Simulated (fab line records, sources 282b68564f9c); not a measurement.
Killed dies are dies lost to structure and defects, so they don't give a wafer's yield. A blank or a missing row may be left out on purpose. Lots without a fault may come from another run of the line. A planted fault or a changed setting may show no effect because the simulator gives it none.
Split-lot experiment | flow rit_cmos | 5 lots, 23 wafers read, on a route of 202 steps

THE SPLIT
At RIT_NSD_IMPLANT_08, the setting dose_cm2 was moved away from the recipe's 1e+15 on 7 of the 23 wafers read, by +4.4% to +6.8%. The other wafers ran this setting at the recipe's value.

FROM THE SPLIT TO THE READING: what the file shows between them, 3 steps
- RIT_PSD_IMPLANT_08 (also split here: dose_cm2)
- RIT_PSD_STRIP_09: strips in O2, time 180 s
- RIT_SDANNEAL_RTA_03: time 5 s

THE READING
NSD_RS, in ohm/sq, at RIT_SDANNEAL_RS_MEAS_05 (measures by four-point-probe). Fault-free wafers of this fab line usually give 84.51 ohm/sq, standard deviation 0.27 ohm/sq.

wafer  | tool, chamber at the split | dose_cm2 as run | against the recipe | NSD_RS, ohm/sq | against lot-mates on the recipe
L080.1 | implanter-03, 0            | 1e+15           | recipe             | 84.41          | -
L080.2 | implanter-03, 0            | 1e+15           | recipe             | 84.82          | -
L080.4 | implanter-03, 0            | 1e+15           | recipe             | 84.89          | -
L080.5 | implanter-03, 0            | 1e+15           | recipe             | 84.64          | -
L080.6 | implanter-03, 0            | 1e+15           | recipe             | 84.31          | -
L081.1 | implanter-03, 0            | 1e+15           | recipe             | 84.71          | -
L081.2 | implanter-03, 0            | 1.067e+15       | +6.7%              | 80.43          | -4.06
L081.3 | implanter-03, 0            | 1e+15           | recipe             | 84.17          | -
L081.4 | implanter-03, 0            | 1.067e+15       | +6.7%              | 80.23          | -4.26
L081.6 | implanter-03, 0            | 1e+15           | recipe             | 84.58          | -
L083.1 | implanter-03, 0            | 1.044e+15       | +4.4%              | 82.00          | -2.77
L083.2 | implanter-03, 0            | 1e+15           | recipe             | 84.74          | -
L083.3 | implanter-03, 0            | 1e+15           | recipe             | 84.80          | -
L083.5 | implanter-03, 0            | 1.044e+15       | +4.4%              | 82.08          | -2.69
L083.6 | implanter-03, 0            | 1.044e+15       | +4.4%              | 81.48          | -3.29
L084.1 | implanter-04, 0            | 1.068e+15       | +6.8%              | 79.74          | -4.29
L084.2 | implanter-04, 0            | 1.068e+15       | +6.8%              | 79.73          | -4.30
L084.3 | implanter-04, 0            | 1e+15           | recipe             | 84.23          | -
L084.5 | implanter-04, 0            | 1e+15           | recipe             | 83.75          | -
L084.6 | implanter-04, 0            | 1e+15           | recipe             | 84.12          | -
L085.2 | implanter-02, 0            | 1e+15           | recipe             | 84.22          | -
L085.3 | implanter-02, 0            | 1e+15           | recipe             | 84.39          | -
L085.6 | implanter-02, 0            | 1e+15           | recipe             | 84.25          | -

THE FIT
A straight line over all 23 wafers: NSD_RS changes by -0.64 ohm/sq for each +1% of dose_cm2; r = -0.98; the points scatter about the line by 0.32 ohm/sq.
The same after taking each lot's own level away (the mean of its wafers on the recipe; 23 wafers): -0.634 ohm/sq for each +1%; r = -0.99; scatter 0.2 ohm/sq.
On that fit, the largest move of dose_cm2 shifts the reading by 4.3 ohm/sq.
The lots' own levels span 84.033 to 84.770 ohm/sq, that is 2.7 times the standard deviation above.
So the lot-to-lot level changes the slope little: the two slopes agree.
Check: with one of the wafers moved furthest among these (+6.8%) left out of the fit, the line predicts -4.32 ohm/sq for it against its lot-mates. It came out at -4.29 ohm/sq against them.

OTHER SPLITS ON THESE WAFERS
These wafers also went through other splits before the reading. Each is held against what the fit with the lots' levels taken away leaves over:
other split on the same wafers  | wafers away from the commonest value | r with NSD_RS (lot level and that fit taken away)
RIT_NWELL_IMPLANT_08 energy_kev | 12                                   | -0.10
RIT_PRETRO_IMPLANT_08 dose_cm2  | 10                                   | +0.23
RIT_PLDD_IMPLANT_08 energy_kev  | 7                                    | -0.21
RIT_PSD_IMPLANT_08 dose_cm2     | 6                                    | +0.04

THE FILE'S OWN FIT
NSD_RS changes by -0.633 ohm/sq for each +1% of dose_cm2, r = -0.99.
